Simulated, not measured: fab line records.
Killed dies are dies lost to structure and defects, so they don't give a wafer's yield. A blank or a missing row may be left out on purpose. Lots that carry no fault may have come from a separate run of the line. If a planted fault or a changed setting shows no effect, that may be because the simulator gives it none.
fab line records :: flow rit-cmos
record
  lots=13
  wafers=39
  last-day=7
route steps=202 shown PSD@151 M1@202
lots with no fault: from the same line, run without faults
start-h: hours from the record's first day to the start of the lot's first wafer shown :: wait-h: hours from the lot's prior step to this one :: " repeats the value in the row above :: L1.1+2: a single row standing in for several wafers :: - either no value or no given start :: * or withheld: withheld :: < > ~ a bound
route shown NAME@n: NAME is a module with steps in the file, n the number in the route of the first one :: usual: mean/standard deviation of fault-free wafers :: same: alike in all rows :: chamber/n: place in a boat :: sites: per-site readings :: _std_site: how widely they spread, as a standard deviation :: _edge_site: mean of outer sites minus mean of inner sites :: radius-mm: how far each site lies from the wafer's centre :: mask NAME#n: copy n :: behind: tool/chamber where the wafer was last shaped :: hold: why the lot went on hold/how many hours it stayed there/how the hold came to an end :: device: transistor that didn't switch, given as n, p or np :: end of line: the tests these same wafers got at the end of their route :: a step given without rows: its recipe and nothing more :: killed: at the first sort, the dies lost to defects and structure; wafer yield is something else :: map: shows each die of a wafer: x if killed, . if not, _ if none is there
set.NAME: the setting that was run; set.NAME@STEP: the one run at that earlier step :: model.NAME: the simulator's own value behind a step, which no gauge read
route steps across a sampled set of lots; one table per step, one row per wafer
services: when a tool's chamber went out of use (start-h, in hours from the record's first day, below 0 if earlier), for how many hours, and the reason
## steps
# step RIT_PSD_STRIP_09
# recipe
  chemistry=O2
  time-s=180
  resist=NOVOLAK
  platen-temp-c=withheld
  power-w=500
  pressure-mtorr=4000
  o2-flow-sccm=4000
# usual
  drypump-motor-current-A=5.8/0.39
  run-length-s=208.2/0.4
lot.wafer: L102.4
tool: plasma-asher-03
chamber: 0
start-h: 60.19
wait-h: 0.1
drypump-motor-current-A: 5.9
rf-hours-counter-h: -
run-length-s: 207.7

lot.wafer: L102.5
tool: plasma-asher-03
chamber: 1
start-h: 60.19
wait-h: 0.1
drypump-motor-current-A: 5.2
rf-hours-counter-h: -
run-length-s: 208.4

lot.wafer: L102.6
tool: plasma-asher-03
chamber: 0
start-h: 60.19
wait-h: 0.1
drypump-motor-current-A: 5.8
rf-hours-counter-h: -
run-length-s: 207.7

lot.wafer: L103.2
tool: plasma-asher-02
chamber: 1
start-h: 63.39
wait-h: 0.1
drypump-motor-current-A: 5.7
rf-hours-counter-h: 27
run-length-s: 208.1

lot.wafer: L103.5
tool: plasma-asher-02
chamber: 0
start-h: 63.39
wait-h: 0.1
drypump-motor-current-A: 6.2
rf-hours-counter-h: -
run-length-s: 208.8

lot.wafer: L103.6
tool: plasma-asher-02
chamber: 1
start-h: 63.39
wait-h: 0.1
drypump-motor-current-A: 5.7
rf-hours-counter-h: -
run-length-s: 208.1

lot.wafer: L106.2
tool: plasma-asher-04
chamber: 0
start-h: 74.44
wait-h: 0.1
drypump-motor-current-A: 6.4
rf-hours-counter-h: 45
run-length-s: 208.1

lot.wafer: L106.4
tool: plasma-asher-04
chamber: 0
start-h: 74.44
wait-h: 0.1
drypump-motor-current-A: 6.4
rf-hours-counter-h: -
run-length-s: 207.9

lot.wafer: L106.5
tool: plasma-asher-04
chamber: 0
start-h: 74.44
wait-h: 0.1
drypump-motor-current-A: 6.4
rf-hours-counter-h: -
run-length-s: 208.0

lot.wafer: L105.2
tool: plasma-asher-03
chamber: 0
start-h: 74.73
wait-h: 0.1
drypump-motor-current-A: 5.8
rf-hours-counter-h: 39
run-length-s: 207.5

lot.wafer: L105.4
tool: plasma-asher-03
chamber: 0
start-h: 74.73
wait-h: 0.1
drypump-motor-current-A: 5.9
rf-hours-counter-h: -
run-length-s: 207.6

lot.wafer: L105.6
tool: plasma-asher-03
chamber: 1
start-h: 74.73
wait-h: 0.1
drypump-motor-current-A: 5.2
rf-hours-counter-h: -
run-length-s: 208.1

lot.wafer: L108.1
tool: plasma-asher-04
chamber: 0
start-h: 87.29
wait-h: 0.1
drypump-motor-current-A: 6.4
rf-hours-counter-h: 46
run-length-s: 207.8

lot.wafer: L108.3
tool: plasma-asher-04
chamber: 1
start-h: 87.29
wait-h: 0.1
drypump-motor-current-A: 5.7
rf-hours-counter-h: -
run-length-s: 208.7

lot.wafer: L108.5
tool: plasma-asher-04
chamber: 1
start-h: 87.29
wait-h: 0.1
drypump-motor-current-A: 5.8
rf-hours-counter-h: -
run-length-s: 208.8

lot.wafer: L109.4
tool: plasma-asher-04
chamber: 0
start-h: 90.90
wait-h: 0.1
drypump-motor-current-A: 6.4
rf-hours-counter-h: -
run-length-s: 208.1

lot.wafer: L109.5
tool: plasma-asher-04
chamber: 1
start-h: 90.90
wait-h: 0.1
drypump-motor-current-A: 5.8
rf-hours-counter-h: -
run-length-s: 208.7

lot.wafer: L109.6
tool: plasma-asher-04
chamber: 0
start-h: 90.90
wait-h: 0.1
drypump-motor-current-A: 6.4
rf-hours-counter-h: -
run-length-s: 207.9

lot.wafer: L112.1
tool: plasma-asher-02
chamber: 1
start-h: 106.30
wait-h: 0.1
drypump-motor-current-A: 5.7
rf-hours-counter-h: 32
run-length-s: 207.9

lot.wafer: L112.2
tool: plasma-asher-02
chamber: 0
start-h: 106.30
wait-h: 0.1
drypump-motor-current-A: 6.2
rf-hours-counter-h: 32
run-length-s: 208.8

lot.wafer: L112.4
tool: plasma-asher-02
chamber: 0
start-h: 106.30
wait-h: 0.1
drypump-motor-current-A: 6.2
rf-hours-counter-h: -
run-length-s: 208.8

lot.wafer: L113.1
tool: plasma-asher-03
chamber: 0
start-h: 114.25
wait-h: 0.1
drypump-motor-current-A: 5.8
rf-hours-counter-h: 43
run-length-s: 208.1

lot.wafer: L113.2
tool: plasma-asher-03
chamber: 1
start-h: 114.25
wait-h: 0.1
drypump-motor-current-A: 5.2
rf-hours-counter-h: 43
run-length-s: 207.9

lot.wafer: L113.5
tool: plasma-asher-03
chamber: 0
start-h: 114.25
wait-h: 0.1
drypump-motor-current-A: 5.8
rf-hours-counter-h: -
run-length-s: 208.0

lot.wafer: L115.2
tool: plasma-asher-03
chamber: 1
start-h: 122.79
wait-h: 0.1
drypump-motor-current-A: 5.2
rf-hours-counter-h: 44
run-length-s: 117.3

lot.wafer: L115.3
tool: plasma-asher-03
chamber: 1
start-h: 122.79
wait-h: 0.1
drypump-motor-current-A: 5.2
rf-hours-counter-h: -
run-length-s: 117.1

lot.wafer: L115.5
tool: plasma-asher-03
chamber: 1
start-h: 122.79
wait-h: 0.1
drypump-motor-current-A: 5.2
rf-hours-counter-h: -
run-length-s: 117.0

lot.wafer: L121.1
tool: plasma-asher-02
chamber: 1
start-h: 150.82
wait-h: 0.1
drypump-motor-current-A: 5.7
rf-hours-counter-h: 37
run-length-s: 208.0

lot.wafer: L121.2
tool: plasma-asher-02
chamber: 0
start-h: 150.82
wait-h: 0.1
drypump-motor-current-A: 6.2
rf-hours-counter-h: 37
run-length-s: 208.5

lot.wafer: L121.4
tool: plasma-asher-02
chamber: 0
start-h: 150.82
wait-h: 0.1
drypump-motor-current-A: 6.2
rf-hours-counter-h: -
run-length-s: 208.6

lot.wafer: L122.2
tool: plasma-asher-02
chamber: 1
start-h: 155.10
wait-h: 0.1
drypump-motor-current-A: 5.8
rf-hours-counter-h: 38
run-length-s: 208.0

lot.wafer: L122.4
tool: plasma-asher-02
chamber: 0
start-h: 155.10
wait-h: 0.1
drypump-motor-current-A: 6.2
rf-hours-counter-h: -
run-length-s: 209.0

lot.wafer: L122.6
tool: plasma-asher-02
chamber: 0
start-h: 155.10
wait-h: 0.1
drypump-motor-current-A: 6.2
rf-hours-counter-h: -
run-length-s: 208.5

lot.wafer: L123.1
tool: plasma-asher-04
chamber: 0
start-h: 157.62
wait-h: 0.1
drypump-motor-current-A: 6.4
rf-hours-counter-h: 55
run-length-s: 207.9

lot.wafer: L123.4
tool: plasma-asher-04
chamber: 0
start-h: 157.62
wait-h: 0.1
drypump-motor-current-A: 6.4
rf-hours-counter-h: -
run-length-s: 207.9

lot.wafer: L123.6
tool: plasma-asher-04
chamber: 0
start-h: 157.62
wait-h: 0.1
drypump-motor-current-A: 6.4
rf-hours-counter-h: -
run-length-s: 207.8

lot.wafer: L125.2
tool: plasma-asher-04
chamber: 1
start-h: 169.47
wait-h: 0.1
drypump-motor-current-A: 5.8
rf-hours-counter-h: 56
run-length-s: 208.4

lot.wafer: L125.3
tool: plasma-asher-04
chamber: 0
start-h: 169.47
wait-h: 0.1
drypump-motor-current-A: 6.4
rf-hours-counter-h: -
run-length-s: 208.0

lot.wafer: L125.4
tool: plasma-asher-04
chamber: 1
start-h: 169.47
wait-h: 0.1
drypump-motor-current-A: 5.7
rf-hours-counter-h: -
run-length-s: 208.3
# step RIT_M1_PROBE_99
# usual
  killed_at_M0_to_M3=0.0/0.12
  killed-at-contacts=0.0/0.22
  killed-at-front-end=6.5/2.8
  killed-dies=6.5/2.8
  killed-on-rim=1.7/1.3
  killed-open=3.2/1.8
  killed-short=3.3/2
# same
  gross-dies=264
  killed_at_M4_up=0
  killed-at-back-side=0
  killed-at-other=0
lot.wafer: L102.4
tool: prober-01
chamber: -
start-h: 68.54
wait-h: 0.2
killed_at_M0_to_M3: 0
killed-at-contacts: 0
killed-at-front-end: 7
killed-dies: 7
killed-on-rim: 1
killed-open: 4
killed-short: 2

lot.wafer: L102.5
tool: prober-01
chamber: -
start-h: 68.59
wait-h: 0.2
killed_at_M0_to_M3: 0
killed-at-contacts: 0
killed-at-front-end: 5
killed-dies: 5
killed-on-rim: 2
killed-open: 4
killed-short: 1

lot.wafer: L102.6
tool: prober-01
chamber: -
start-h: 68.64
wait-h: 0.2
killed_at_M0_to_M3: 0
killed-at-contacts: 0
killed-at-front-end: 5
killed-dies: 5
killed-on-rim: 2
killed-open: 3
killed-short: 1

lot.wafer: L103.2
tool: prober-02
chamber: -
start-h: 71.76
wait-h: 0.1
killed_at_M0_to_M3: 0
killed-at-contacts: 0
killed-at-front-end: 5
killed-dies: 5
killed-on-rim: 1
killed-open: 0
killed-short: 5

lot.wafer: L103.5
tool: prober-02
chamber: -
start-h: 71.91
wait-h: 0.2
killed_at_M0_to_M3: 0
killed-at-contacts: 0
killed-at-front-end: 4
killed-dies: 4
killed-on-rim: 1
killed-open: 1
killed-short: 3

lot.wafer: L103.6
tool: prober-02
chamber: -
start-h: 71.96
wait-h: 0.2
killed_at_M0_to_M3: 0
killed-at-contacts: 0
killed-at-front-end: 6
killed-dies: 6
killed-on-rim: 3
killed-open: 1
killed-short: 5

lot.wafer: L106.2
tool: prober-02
chamber: -
start-h: 83.11
wait-h: 0.1
killed_at_M0_to_M3: 0
killed-at-contacts: 0
killed-at-front-end: 3
killed-dies: 3
killed-on-rim: 0
killed-open: 1
killed-short: 2

lot.wafer: L106.4
tool: prober-02
chamber: -
start-h: 83.21
wait-h: 0.2
killed_at_M0_to_M3: 0
killed-at-contacts: 0
killed-at-front-end: 9
killed-dies: 9
killed-on-rim: 1
killed-open: 4
killed-short: 5

lot.wafer: L106.5
tool: prober-02
chamber: -
start-h: 83.26
wait-h: 0.2
killed_at_M0_to_M3: 0
killed-at-contacts: 0
killed-at-front-end: 7
killed-dies: 7
killed-on-rim: 0
killed-open: 4
killed-short: 3

lot.wafer: L105.2
tool: prober-01
chamber: -
start-h: 84.61
wait-h: 0.1
killed_at_M0_to_M3: 0
killed-at-contacts: 0
killed-at-front-end: 6
killed-dies: 6
killed-on-rim: 2
killed-open: 2
killed-short: 4

lot.wafer: L105.4
tool: prober-01
chamber: -
start-h: 84.71
wait-h: 0.2
killed_at_M0_to_M3: 0
killed-at-contacts: 0
killed-at-front-end: 4
killed-dies: 4
killed-on-rim: 1
killed-open: 4
killed-short: 0

lot.wafer: L105.6
tool: prober-01
chamber: -
start-h: 84.81
wait-h: 0.2
killed_at_M0_to_M3: 0
killed-at-contacts: 0
killed-at-front-end: 8
killed-dies: 8
killed-on-rim: 0
killed-open: 5
killed-short: 3

lot.wafer: L108.1
tool: prober-01
chamber: -
start-h: 95.31
wait-h: 0.1
killed_at_M0_to_M3: 0
killed-at-contacts: 0
killed-at-front-end: 2
killed-dies: 2
killed-on-rim: 0
killed-open: 2
killed-short: 0

lot.wafer: L108.3
tool: prober-01
chamber: -
start-h: 95.41
wait-h: 0.2
killed_at_M0_to_M3: 0
killed-at-contacts: 0
killed-at-front-end: 5
killed-dies: 5
killed-on-rim: 1
killed-open: 3
killed-short: 2

lot.wafer: L108.5
tool: prober-01
chamber: -
start-h: 95.51
wait-h: 0.2
killed_at_M0_to_M3: 0
killed-at-contacts: 0
killed-at-front-end: 4
killed-dies: 4
killed-on-rim: 0
killed-open: 3
killed-short: 1

lot.wafer: L109.4
tool: prober-02
chamber: -
start-h: 99.05
wait-h: 0.2
killed_at_M0_to_M3: 0
killed-at-contacts: 0
killed-at-front-end: 3
killed-dies: 3
killed-on-rim: 0
killed-open: 0
killed-short: 3

lot.wafer: L109.5
tool: prober-02
chamber: -
start-h: 99.10
wait-h: 0.2
killed_at_M0_to_M3: 0
killed-at-contacts: 0
killed-at-front-end: 5
killed-dies: 5
killed-on-rim: 3
killed-open: 3
killed-short: 2

lot.wafer: L109.6
tool: prober-02
chamber: -
start-h: 99.15
wait-h: 0.2
killed_at_M0_to_M3: 0
killed-at-contacts: 0
killed-at-front-end: 11
killed-dies: 11
killed-on-rim: 1
killed-open: 4
killed-short: 7

lot.wafer: L112.1
tool: prober-01
chamber: -
start-h: 114.35
wait-h: 0.1
killed_at_M0_to_M3: 0
killed-at-contacts: 0
killed-at-front-end: 3
killed-dies: 3
killed-on-rim: 2
killed-open: 3
killed-short: 0

lot.wafer: L112.2
tool: prober-01
chamber: -
start-h: 114.40
wait-h: 0.1
killed_at_M0_to_M3: 0
killed-at-contacts: 0
killed-at-front-end: 6
killed-dies: 6
killed-on-rim: 3
killed-open: 4
killed-short: 2

lot.wafer: L112.4
tool: prober-01
chamber: -
start-h: 114.50
wait-h: 0.2
killed_at_M0_to_M3: 0
killed-at-contacts: 1
killed-at-front-end: 7
killed-dies: 8
killed-on-rim: 3
killed-open: 4
killed-short: 4

lot.wafer: L113.1
tool: prober-02
chamber: -
start-h: 122.15
wait-h: 0.1
killed_at_M0_to_M3: 0
killed-at-contacts: 0
killed-at-front-end: 11
killed-dies: 11
killed-on-rim: 1
killed-open: 6
killed-short: 5

lot.wafer: L113.2
tool: prober-02
chamber: -
start-h: 122.20
wait-h: 0.1
killed_at_M0_to_M3: 0
killed-at-contacts: 0
killed-at-front-end: 5
killed-dies: 5
killed-on-rim: 2
killed-open: 2
killed-short: 3

lot.wafer: L113.5
tool: prober-02
chamber: -
start-h: 122.35
wait-h: 0.2
killed_at_M0_to_M3: 0
killed-at-contacts: 0
killed-at-front-end: 8
killed-dies: 8
killed-on-rim: 1
killed-open: 5
killed-short: 3

lot.wafer: L115.2
tool: prober-02
chamber: -
start-h: 131.11
wait-h: 0.1
killed_at_M0_to_M3: 0
killed-at-contacts: 0
killed-at-front-end: 264
killed-dies: 264
killed-on-rim: 70
killed-open: 4
killed-short: 5

lot.wafer: L115.3
tool: prober-02
chamber: -
start-h: 131.16
wait-h: 0.2
killed_at_M0_to_M3: 0
killed-at-contacts: 0
killed-at-front-end: 264
killed-dies: 264
killed-on-rim: 70
killed-open: 2
killed-short: 0

lot.wafer: L115.5
tool: prober-02
chamber: -
start-h: 131.26
wait-h: 0.2
killed_at_M0_to_M3: 0
killed-at-contacts: 0
killed-at-front-end: 264
killed-dies: 264
killed-on-rim: 70
killed-open: 1
killed-short: 3

lot.wafer: L121.1
tool: prober-02
chamber: -
start-h: 158.73
wait-h: 0.1
killed_at_M0_to_M3: 0
killed-at-contacts: 0
killed-at-front-end: 5
killed-dies: 5
killed-on-rim: 2
killed-open: 2
killed-short: 3

lot.wafer: L121.2
tool: prober-02
chamber: -
start-h: 158.78
wait-h: 0.1
killed_at_M0_to_M3: 0
killed-at-contacts: 0
killed-at-front-end: 7
killed-dies: 7
killed-on-rim: 2
killed-open: 3
killed-short: 4

lot.wafer: L121.4
tool: prober-02
chamber: -
start-h: 158.88
wait-h: 0.2
killed_at_M0_to_M3: 0
killed-at-contacts: 0
killed-at-front-end: 6
killed-dies: 6
killed-on-rim: 2
killed-open: 2
killed-short: 4

lot.wafer: L122.2
tool: prober-01
chamber: -
start-h: 163.15
wait-h: 0.1
killed_at_M0_to_M3: 0
killed-at-contacts: 1
killed-at-front-end: 12
killed-dies: 13
killed-on-rim: 2
killed-open: 7
killed-short: 6

lot.wafer: L122.4
tool: prober-01
chamber: -
start-h: 163.25
wait-h: 0.2
killed_at_M0_to_M3: 0
killed-at-contacts: 0
killed-at-front-end: 4
killed-dies: 4
killed-on-rim: 2
killed-open: 1
killed-short: 3

lot.wafer: L122.6
tool: prober-01
chamber: -
start-h: 163.35
wait-h: 0.2
killed_at_M0_to_M3: 0
killed-at-contacts: 0
killed-at-front-end: 4
killed-dies: 4
killed-on-rim: 0
killed-open: 2
killed-short: 2

lot.wafer: L123.1
tool: prober-02
chamber: -
start-h: 165.61
wait-h: 0.1
killed_at_M0_to_M3: 0
killed-at-contacts: 0
killed-at-front-end: 7
killed-dies: 7
killed-on-rim: 2
killed-open: 4
killed-short: 3

lot.wafer: L123.4
tool: prober-02
chamber: -
start-h: 165.76
wait-h: 0.2
killed_at_M0_to_M3: 0
killed-at-contacts: 0
killed-at-front-end: 6
killed-dies: 6
killed-on-rim: 0
killed-open: 2
killed-short: 4

lot.wafer: L123.6
tool: prober-02
chamber: -
start-h: 165.86
wait-h: 0.2
killed_at_M0_to_M3: 1
killed-at-contacts: 0
killed-at-front-end: 4
killed-dies: 5
killed-on-rim: 2
killed-open: 2
killed-short: 3

lot.wafer: L125.2
tool: prober-02
chamber: -
start-h: 177.58
wait-h: 0.1
killed_at_M0_to_M3: 0
killed-at-contacts: 0
killed-at-front-end: 9
killed-dies: 9
killed-on-rim: 2
killed-open: 4
killed-short: 5

lot.wafer: L125.3
tool: prober-02
chamber: -
start-h: 177.63
wait-h: 0.2
killed_at_M0_to_M3: 0
killed-at-contacts: 0
killed-at-front-end: 0
killed-dies: 0
killed-on-rim: 0
killed-open: 0
killed-short: 0

lot.wafer: L125.4
tool: prober-02
chamber: -
start-h: 177.68
wait-h: 0.2
killed_at_M0_to_M3: 0
killed-at-contacts: 0
killed-at-front-end: 8
killed-dies: 8
killed-on-rim: 0
killed-open: 2
killed-short: 6
# killed by level:class
L102.4 FOX1:geometric-particle:open=1 FOX2:geometric-particle:open=1 GATE:geometric-particle:open=1 REOX:geometric-particle:short=1 SPACER:geometric-particle:open=1 SPACER:geometric-particle:short=1 PLDD:coat-microbubble-printed=1
L102.5 GATE:geometric-particle:open=2 FOX2:geometric-particle:open=1 REOX:geometric-particle:open=1 SILICIDE:geometric-particle:short=1
L102.6 FOX2:geometric-particle:open=1 GATE:geometric-particle:short=1 GATE:geometric-particle:open=1 SPACER:geometric-particle:open=1 PLDD:coat-microbubble-printed=1
L103.2 GATE:geometric-particle:short=4 SILICIDE:geometric-particle:short=1
L103.5 GATE:geometric-particle:short=2 FOX1:geometric-particle:short=1 SPACER:geometric-particle:open=1
L103.6 SPACER:geometric-particle:short=2 FOX1:geometric-particle:short=1 GATE:geometric-particle:short=1 GATE:geometric-particle:open=1 REOX:geometric-particle:short=1
L106.2 FOX2:geometric-particle:short=1 GATE:geometric-particle:short=1 GATE:geometric-particle:open=1
L106.4 FOX1:geometric-particle:open=2 REOX:geometric-particle:short=2 FOX2:geometric-particle:short=1 GATE:geometric-particle:short=1 GATE:geometric-particle:open=1 SILICIDE:geometric-particle:short=1 SILICIDE:geometric-particle:open=1
L106.5 GATE:geometric-particle:open=3 GATE:geometric-particle:short=2 FOX2:geometric-particle:short=1 SPACER:geometric-particle:open=1
L105.2 FOX2:geometric-particle:open=2 REOX:geometric-particle:short=2 GATE:geometric-particle:short=1 SILICIDE:geometric-particle:short=1
L105.4 REOX:geometric-particle:open=2 SPACER:geometric-particle:open=2
L105.6 SPACER:geometric-particle:open=2 FOX1:geometric-particle:short=1 FOX2:geometric-particle:open=1 GATE:geometric-particle:open=1 GATE:geometric-particle:short=1 SILICIDE:geometric-particle:open=1 SILICIDE:geometric-particle:short=1
L108.1 GATE:geometric-particle:open=2
L108.3 FOX1:geometric-particle:open=2 FOX1:geometric-particle:short=1 FOX2:geometric-particle:open=1 REOX:geometric-particle:short=1
L108.5 GATE:geometric-particle:open=2 FOX2:geometric-particle:short=1 SILICIDE:geometric-particle:open=1
L109.4 SILICIDE:geometric-particle:short=2 SPACER:geometric-particle:short=1
L109.5 GATE:geometric-particle:open=2 FOX1:geometric-particle:short=1 REOX:geometric-particle:open=1 REOX:geometric-particle:short=1
L109.6 FOX1:geometric-particle:short=3 FOX2:geometric-particle:short=3 GATE:geometric-particle:open=2 ACTIVE:geometric-particle:open=1 GATE:geometric-particle:short=1 SILICIDE:geometric-particle:open=1
L112.1 FOX1:geometric-particle:open=1 GATE:geometric-particle:open=1 REOX:geometric-particle:open=1
L112.2 SPACER:geometric-particle:open=2 GATE:geometric-particle:short=1 GATE:geometric-particle:open=1 REOX:geometric-particle:short=1 REOX:geometric-particle:open=1
L112.4 REOX:geometric-particle:open=2 FOX1:geometric-particle:open=1 FOX1:geometric-particle:short=1 GATE:geometric-particle:open=1 REOX:geometric-particle:short=1 SPACER:geometric-particle:short=1 CONTACT:geometric-particle:short=1
L113.1 GATE:geometric-particle:open=2 REOX:geometric-particle:short=2 SPACER:geometric-particle:short=2 SPACER:geometric-particle:open=2 FOX1:geometric-particle:open=1 GATE:geometric-particle:short=1 SILICIDE:geometric-particle:open=1
L113.2 SPACER:geometric-particle:open=2 GATE:geometric-particle:short=1 SPACER:geometric-particle:short=1 SILICIDE:geometric-particle:short=1
L113.5 GATE:geometric-particle:short=2 SILICIDE:geometric-particle:open=2 GATE:geometric-particle:open=1 REOX:geometric-particle:open=1 SPACER:geometric-particle:open=1 SPACER:geometric-particle:short=1
L115.2 SDANNEAL:area-rta=255 FOX1:geometric-particle:open=3 FOX1:geometric-particle:short=3 GATE:geometric-particle:open=1 GATE:geometric-particle:short=1 SILICIDE:geometric-particle:short=1
L115.3 SDANNEAL:area-rta=262 GATE:geometric-particle:open=1 REOX:geometric-particle:open=1
L115.5 SDANNEAL:area-rta=260 FOX1:geometric-particle:short=2 GATE:geometric-particle:short=1 SILICIDE:geometric-particle:open=1
L121.1 REOX:geometric-particle:short=2 FOX1:geometric-particle:open=1 GATE:geometric-particle:short=1 REOX:geometric-particle:open=1
L121.2 GATE:geometric-particle:short=3 GATE:geometric-particle:open=2 REOX:geometric-particle:open=1 SPACER:geometric-particle:short=1
L121.4 REOX:geometric-particle:short=2 FOX1:geometric-particle:short=1 GATE:geometric-particle:open=1 GATE:geometric-particle:short=1 REOX:geometric-particle:open=1
L122.2 GATE:geometric-particle:short=3 REOX:geometric-particle:open=3 FOX2:geometric-particle:short=2 GATE:geometric-particle:open=2 FOX1:geometric-particle:open=1 FOX2:geometric-particle:open=1 CONTACT:geometric-particle:short=1
L122.4 SPACER:geometric-particle:short=2 REOX:geometric-particle:open=1 REOX:geometric-particle:short=1
L122.6 FOX2:geometric-particle:open=1 GATE:geometric-particle:open=1 REOX:geometric-particle:short=1 SPACER:geometric-particle:short=1
L123.1 GATE:geometric-particle:short=2 FOX1:geometric-particle:open=1 GATE:geometric-particle:open=1 REOX:geometric-particle:open=1 SPACER:geometric-particle:short=1 SILICIDE:geometric-particle:open=1
L123.4 SILICIDE:geometric-particle:short=2 FOX1:geometric-particle:short=1 FOX1:geometric-particle:open=1 GATE:geometric-particle:short=1 GATE:geometric-particle:open=1
L123.6 GATE:geometric-particle:short=1 GATE:geometric-particle:open=1 SPACER:geometric-particle:open=1 SPACER:geometric-particle:short=1 M1:geometric-particle:short=1
L125.2 GATE:geometric-particle:short=4 SILICIDE:geometric-particle:open=2 GATE:geometric-particle:open=1 REOX:geometric-particle:open=1 SPACER:geometric-particle:short=1
L125.4 GATE:geometric-particle:short=2 REOX:geometric-particle:short=2 FOX2:geometric-particle:short=1 FOX2:geometric-particle:open=1 REOX:geometric-particle:open=1 SPACER:geometric-particle:short=1
## services
tool: plasma-asher-02
chamber: -
start-h: 38.91
hours: 2.8
kind: pm

tool: plasma-asher-03
chamber: -
start-h: 102.96
hours: 1.5
kind: repair

tool: plasma-asher-02
chamber: -
start-h: 119.58
hours: 1.3
kind: repair
## key
first-sign
  step=RIT_PSD_STRIP_09
  reading=run-length-s
  direction=down
  sigmas=99+
  usual=*
  struck=*
effect
  step=RIT_M1_PROBE_99
  reading=killed-at-front-end
  direction=up
  sigmas=94
  usual=6.5
  struck=264
more-kills-born-at
  RIT_SDANNEAL_RTA_03@rtp-anneal-02=777
met-at RIT_PSD_STRIP_09
struck-lots L115
later-rows-left-out L115.2,L115.3,L115.5
tester-left-out L115
onset-between 114.25 122.79
fault
  kind=strip-aborted
  tool=plasma-asher-03
  chamber=-
  onset-h=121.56
  steps=RIT_PSD_STRIP_09
  offset=0.35
  end-h=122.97
# tester-left-out: of these lots the tester's yield and bins aren't shown, on N5 and GAA mostly nor the transistor test; their killed dies are dies lost to structure and defects alone, not to doping, threshold or leakage, so they don't give the yield
# later-rows-left-out: the simulator's readings of these wafers behind a module that went badly wrong aren't trusted and aren't shown, but for the sort
